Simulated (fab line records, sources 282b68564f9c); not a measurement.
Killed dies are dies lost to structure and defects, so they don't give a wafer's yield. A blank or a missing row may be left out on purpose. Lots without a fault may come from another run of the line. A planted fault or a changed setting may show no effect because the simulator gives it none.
Which tool did it? | flow rit_cmos | 13 lots, 39 wafers sampled, at 2 steps of a route of 202

WHAT THE GAUGES READ, wafer by wafer
RIT_NWELL_TW_MEAS_10. Usual: NWELL_TW 2156, standard deviation 22.
lot  | measured    | on            | NWELL_TW       | flag
L991 | day 1 23:00 | film_metro-01 | 2119 2118 2111 |
L993 | day 2 06:56 | film_metro-02 | 2147 2158 2162 |
L994 | day 2 12:05 | film_metro-01 | 2106 2121 2113 |
L997 | day 3 03:44 | film_metro-04 | 2169 2180 2178 |
L103 | day 4 10:26 | film_metro-01 | 2038 2048 2042 | OFF
L104 | day 4 16:04 | film_metro-01 | 2118 2119 2110 |
L105 | day 4 22:46 | film_metro-04 | 2174 2172 2167 |
L106 | day 4 23:58 | film_metro-02 | 2161 2158 2160 |
L108 | day 5 10:58 | film_metro-04 | 2172 2180 2169 |
L110 | day 5 19:53 | film_metro-04 | 2169 2176 2168 |
L111 | day 6 01:16 | film_metro-02 | 2171 2168 2159 |
L112 | day 6 05:55 | film_metro-04 | 2186 2193 2177 |
L114 | day 6 15:47 | film_metro-02 | 2179 2169 2172 |

WHICH TOOL RAN EACH LOT (tool, then ch and the chambers of the sampled wafers, then the start)
lot  | RIT_NWELL_DEVELOP_05
L991 | litho_track-02 ch 0, day 1 22:00
L993 | litho_track-02 ch 0, day 2 06:00
L994 | litho_track-03 ch 0, day 2 11:00
L997 | litho_track-03 ch 0, day 3 02:00
L103 | litho_track-03 ch 0, day 4 09:00
L104 | litho_track-04 ch 0, day 4 15:00
L105 | litho_track-04 ch 0, day 4 21:00
L106 | litho_track-02 ch 0, day 4 23:00
L108 | litho_track-02 ch 0, day 5 10:00
L110 | litho_track-04 ch 0, day 5 19:00
L111 | litho_track-04 ch 0, day 6 00:00
L112 | litho_track-02 ch 0, day 6 05:00
L114 | litho_track-02 ch 0, day 6 15:00
- RIT_NWELL_DEVELOP_05: develop time 68 s.

WHAT THE TOOLS THEMSELVES READ (means of the sampled wafers that have a number; where no wafer has one, the mark that the record gives instead)
RIT_NWELL_DEVELOP_05. Usual: developer_temp_C 22.98 C, standard deviation 0.11.
lot  | tool           | developer_temp_C (C) | flag
L991 | litho_track-02 | 23.08                |
L993 | litho_track-02 | 23.01                |
L994 | litho_track-03 | 22.92                |
L997 | litho_track-03 | 23.11                |
L103 | litho_track-03 | 22.84                |
L104 | litho_track-04 | 23.02                |
L105 | litho_track-04 | 22.98                |
L106 | litho_track-02 | 22.97                |
L108 | litho_track-02 | 22.95                |
L110 | litho_track-04 | 22.95                |
L111 | litho_track-04 | 22.89                |
L112 | litho_track-02 | 23.04                |
L114 | litho_track-02 | 23.04                |

THE ANSWER, worked out from the rows above alone
Rule: a lot is off if the mean of its wafers that have a number lies more than 3 standard deviations from the usual mean. A lot without any number at a reading at which 4 lots or more have one is off too. The other lots that the step has rows for count as sound. The gauges are gone through in route order, then the tools' own readings, and for those a lot's mean is taken as printed above. The first step at which some lot is off is used, and at that step the reading that is off furthest; a lot without a number counts as furthest.
Off: L103, at RIT_NWELL_TW_MEAS_10 (NWELL_TW).
A tool fits if, at a process step before that reading, it ran every lot that is off, and no sound lot after the first of them. The gauges at RIT_NWELL_TW_MEAS_10 are tried like those tools. One fits: litho_track-03 at RIT_NWELL_DEVELOP_05. Its last sound lot is L997 (day 3 02:00), its first lot that is off L103 (day 4 09:00): a fault that began between those two fits.

WHAT THE SIMULATOR HAD PUT IN
Process parameter drift: litho_track-03, from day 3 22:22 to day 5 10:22, at RIT_NWELL_DEVELOP_05. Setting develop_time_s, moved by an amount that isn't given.
Lots struck among those shown: L103. The rule above found the same.
